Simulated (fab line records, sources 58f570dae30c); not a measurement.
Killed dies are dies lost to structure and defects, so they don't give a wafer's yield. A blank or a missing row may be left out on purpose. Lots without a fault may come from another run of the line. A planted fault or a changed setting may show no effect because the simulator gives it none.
Which tool did it? | flow berkeley_cmos170 | 14 lots, 42 wafers sampled, at 4 steps of a route of 331

WHAT THE GAUGES READ, wafer by wafer
UCB170_V1_CD_MEAS_90: target cd 700 nm.
lot  | measured     | on        | cd_nm (nm)
L235 | day 9 09:35  | cd_sem-02 | 701.3 698.0 697.3
L236 | day 9 13:24  | cd_sem-01 | 697.9 699.6 697.4
L238 | day 9 11:02  | cd_sem-02 | 698.3 697.7 699.5
L240 | day 10 04:52 | cd_sem-02 | 698.9 699.3 697.9
L241 | day 10 03:29 | cd_sem-02 | 698.0 699.2 696.8
L239 | day 10 06:00 | cd_sem-01 | 699.4 697.3 699.2
L242 | day 10 21:38 | cd_sem-01 | 698.7 699.4 698.7
L244 | day 11 00:26 | cd_sem-01 | 700.6 697.1 699.1
L245 | day 11 04:47 | cd_sem-02 | 698.9 700.4 700.1
L247 | day 11 17:12 | cd_sem-01 | 697.8 697.5 698.6
L250 | day 11 23:15 | cd_sem-01 | 698.8 699.9 697.6
L253 | day 13 07:07 | cd_sem-02 | 700.6 701.4 701.1
L252 | day 13 05:06 | cd_sem-02 | 699.8 698.2 698.5
L257 | day 14 02:35 | cd_sem-01 | 700.9 699.3 699.7

UCB170_V2_CD_MEAS_90: target cd 700 nm.
lot  | measured     | on        | cd_nm (nm)
L235 | day 9 15:41  | cd_sem-02 | 701.7 702.1 701.9
L236 | day 9 18:52  | cd_sem-02 | 699.2 698.4 698.4
L238 | day 9 17:15  | cd_sem-02 | 701.9 701.2 700.3
L240 | day 10 10:16 | cd_sem-02 | 701.6 702.2 702.3
L241 | day 10 09:05 | cd_sem-01 | 701.4 700.2 701.6
L239 | day 10 12:13 | cd_sem-01 | 698.7 700.3 701.0
L242 | day 11 07:16 | cd_sem-01 | 698.5 698.3 699.7
L244 | day 11 08:08 | cd_sem-02 | 698.0 698.0 697.4
L245 | day 11 10:54 | cd_sem-01 | 700.5 699.7 700.1
L247 | day 12 02:23 | cd_sem-02 | 699.5 700.7 700.0
L250 | day 12 05:56 | cd_sem-02 | 699.2 699.8 701.2
L253 | day 13 16:30 | cd_sem-01 | 698.6 699.8 698.6
L252 | day 13 14:14 | cd_sem-01 | 700.9 701.7 701.3
L257 | day 14 08:22 | cd_sem-02 | 699.4 698.9 697.6

UCB170_M3_THK_MEAS_03: measures by xrf.
lot  | measured     | on            | M3_AL_THK (nm)
L235 | day 9 16:04  | film_metro-04 | 903 912 912
L236 | day 9 19:14  | film_metro-04 | 901 904 906
L238 | day 9 17:38  | film_metro-04 | 906 910 907
L240 | day 10 10:40 | film_metro-01 | 915 906 900
L241 | day 10 09:28 | film_metro-01 | 896 900 902
L239 | day 10 12:34 | film_metro-01 | 900 903 894
L242 | day 11 07:40 | film_metro-01 | 908 907 895
L244 | day 11 08:32 | film_metro-01 | 889 890 892
L245 | day 11 11:20 | film_metro-01 | 898 888 893
L247 | day 12 02:47 | film_metro-01 | 916 901 904
L250 | day 12 06:19 | film_metro-01 | 907 898 902
L253 | day 13 16:53 | film_metro-02 | 922 910 910
L252 | day 13 14:35 | film_metro-02 | 899 910 912
L257 | day 14 08:45 | film_metro-04 | 906 905 903

WHICH TOOL RAN EACH LOT (tool, then ch and the chambers of the sampled wafers, then the start)
lot  | UCB170_NVT_IMPLANT_07
L235 | implanter-04 ch 0, day 7 11:17
L236 | implanter-01 ch 0, day 7 11:35
L238 | implanter-02 ch 0, day 7 11:38
L240 | implanter-04 ch 0, day 8 00:14
L241 | implanter-02 ch 0, day 8 00:14
L239 | implanter-01 ch 0, day 8 00:34
L242 | implanter-02 ch 0, day 8 13:37
L244 | implanter-02 ch 0, day 9 03:57
L245 | implanter-04 ch 0, day 9 04:11
L247 | implanter-04 ch 0, day 9 19:17
L250 | implanter-04 ch 0, day 10 02:34
L253 | implanter-01 ch 0, day 10 20:01
L252 | implanter-04 ch 0, day 10 20:09
L257 | implanter-02 ch 0, day 11 19:10
- UCB170_NVT_IMPLANT_07

WHAT THE TOOLS THEMSELVES READ (means of the sampled wafers that have a number; where no wafer has one, the mark that the record gives instead)
UCB170_NVT_IMPLANT_07.
lot  | tool         | beam_energy_keV | end_station_pressure_torr (Torr) | tilt_deg (degrees)
L235 | implanter-04 | 50.004          | 5e-06                            | 7.022
L236 | implanter-01 | 49.990          | 5e-06                            | 6.985
L238 | implanter-02 | 50.006          | 5e-06                            | 6.993
L240 | implanter-04 | 50.003          | 5e-06                            | 6.995
L241 | implanter-02 | 50.004          | 5e-06                            | 6.979
L239 | implanter-01 | 49.994          | 5e-06                            | 7.005
L242 | implanter-02 | 49.980          | 5e-06                            | 7.004
L244 | implanter-02 | 49.998          | 5e-06                            | 6.993
L245 | implanter-04 | 50.002          | 5e-06                            | 7.005
L247 | implanter-04 | 49.985          | 5e-06                            | 6.976
L250 | implanter-04 | 51.636          | 5e-06                            | 7.007
L253 | implanter-01 | 50.007          | 5e-06                            | 7.005
L252 | implanter-04 | 51.618          | 5e-06                            | 7.024
L257 | implanter-02 | 49.980          | 5e-06                            | 6.989

THE ANSWER, worked out from the rows above alone
Rule: what is usual is taken from the lots themselves. Put in order of their means at a reading, lots are off if they are a third of the lots or fewer, leave a main group of 4 or more, and stand apart from it by a gap of 3 or more times the standard deviation of the main group's means; of several such gaps the widest counts. A main group whose means are all the same, to the digits that the tables above print for the reading, isn't used. A lot without any number at a reading at which 4 lots or more have one is off too. The other lots that the step has rows for count as sound. The gauges are gone through in route order, then the tools' own readings, and for those a lot's mean is taken as printed above. The first step at which some lot is off is used, and at that step the reading that is off furthest; a lot without a number counts as furthest.
Off: L250, L252, at UCB170_NVT_IMPLANT_07 (beam_energy_keV). The main group: mean 49.996, standard deviation 0.0096.
A tool fits if, at that step or a process step before it, it ran every lot that is off, and no sound lot after the first of them. One fits: implanter-04 at UCB170_NVT_IMPLANT_07. Its last sound lot is L247 (day 9 19:17), its first lot that is off L250 (day 10 02:34): a fault that began between those two fits.
The tool's own readings at UCB170_NVT_IMPLANT_07 bear it out: on the lots that are off they differ by more than 5 times the standard deviation of the sound lots' means. beam_energy_keV reads 51.627 there against 49.996 on the sound lots.

WHAT THE SIMULATOR HAD PUT IN
Process parameter drift: implanter-04, from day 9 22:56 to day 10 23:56, at UCB170_NVT_IMPLANT_07. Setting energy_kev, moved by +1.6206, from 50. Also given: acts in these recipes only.
Lots struck among those shown: L250, L252. The rule above found the same.
